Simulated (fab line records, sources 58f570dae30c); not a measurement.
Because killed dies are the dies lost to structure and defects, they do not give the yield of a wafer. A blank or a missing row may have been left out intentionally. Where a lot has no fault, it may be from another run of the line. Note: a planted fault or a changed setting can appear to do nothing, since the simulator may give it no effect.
A struck lot beside a sound one	flow berkeley-cmos170	15 steps out of a route of 331
Sound: these wafers, L236.2, L236.4, L236.5. Wafers struck: L247.1, L247.2, L247.3. The cause is given at the end.
Each step with rows lists, per side, the tool, then ch with its chambers, then its first start. Under that, the readings that differ: sound wafers	struck wafers	difference of the means	sigmas: that difference in standard deviations of wafers without a fault.
alike: readings whose means differ by less than 2 such deviations, and words and numbers that are the same on both sides. not compared: withheld readings, readings that some wafer has no value for, bounds like >300 that may hide the same value, and numbers for which the record gives no deviation and whose values overlap.
The two part at a step that has a row with sigmas, a row that says differs or no value, or rows on one side only. Numbers that don't overlap but have no deviation are shown without sigmas and don't part them. Lack of a reading on every wafer of one side parts them only where that side has two or more wafers.

first, 1 step without rows for these wafers: UCB170_M2_SOFTBAKE_06 (time 60 s).
UCB170_M2_STRIP_07: strips in O2.
  sound on plasma-asher-04 ch 0, day 7 09:47; struck on plasma-asher-01 ch 0,1, day 9 13:35
reading	sound	struck	difference	sigmas
drypump-motor-current-A (A)	6.03 6.03 6.02	5.38 5.47 5.38	-0.62	-2
  alike: oes-product-au, strip-time-to-endpoint-s
  not compared: rf-hours-counter-h
then, 7 steps without rows for these wafers: UCB170_M2_STRIP_08 (strips KrF in DMSO, time 600 s); UCB170_M2_COAT_09; UCB170_M2_COAT_10 (resist thk 900 nm); UCB170_M2_SOFTBAKE_11 (time 60 s); UCB170_M2_EXPOSE_12 (exposes mask METAL2, target cd 700 nm); UCB170_M2_PEB_13; UCB170_M2_DEVELOP_14 (develop time 45 s).
UCB170_M2_CD_MEAS_15: the cd target is 700 nm.
  sound: cd-sem-01 at day 7 11:16; struck: cd-sem-02 at day 9 15:13
  alike: cd-nm
UCB170_M2_OVL_MEAS_16:
  sound: overlay-02 at day 7 11:22; struck: overlay-02 at day 9 15:21
  alike: M2_OVL
UCB170_M2_ETCH_17: etches BARC in N2/H2.
  sound on rie-diel-01 ch 1,2,3, day 7 11:24; struck on rie-diel-02 ch 0,3, day 9 15:23
  alike: drypump-motor-current-A, oes-product-au, throttle-valve-pct
UCB170_M2_METAL_ETCH_18: etches Al in Cl2/BCl3, stops on SiO2, target depth 1170 nm, time 195 s.
  sound on rie-metal-04 ch 0,1, day 7 11:26; struck on rie-metal-02 ch 0,1, day 9 15:27
reading	sound	struck	difference	sigmas
oes-product-au (a.u.)	0.849 0.836 0.852	0.931 0.937 0.952	+0.094	+12
run-length-s (s)	223.7 223.7 223.4	207.7 206.7 207.7	-16.2	-32
  alike: drypump-motor-current-A, he-backside-leak-sccm, throttle-valve-pct
  not compared: rf-hours-counter-h, model.KrF_of_M2_COAT_10.thk-nm, model.SiO2_of_V1_CVD_00.thk-nm
UCB170_M2_STRIP_19: strips in O2.
  sound on plasma-asher-04 ch 0,1, day 7 11:38; struck on plasma-asher-01 ch 0,1, day 9 15:38
  alike: drypump-motor-current-A, oes-product-au
  not compared: rf-hours-counter-h
UCB170_M3_PROBE_99:
  the record has rows for the struck wafers here (prober-02, day 9 21:50) and none for the sound ones

== WHERE THEY PART ==
Earliest at UCB170_M2_STRIP_07; latest, in this record, at UCB170_M3_PROBE_99.

WHY: whatever the simulator had introduced
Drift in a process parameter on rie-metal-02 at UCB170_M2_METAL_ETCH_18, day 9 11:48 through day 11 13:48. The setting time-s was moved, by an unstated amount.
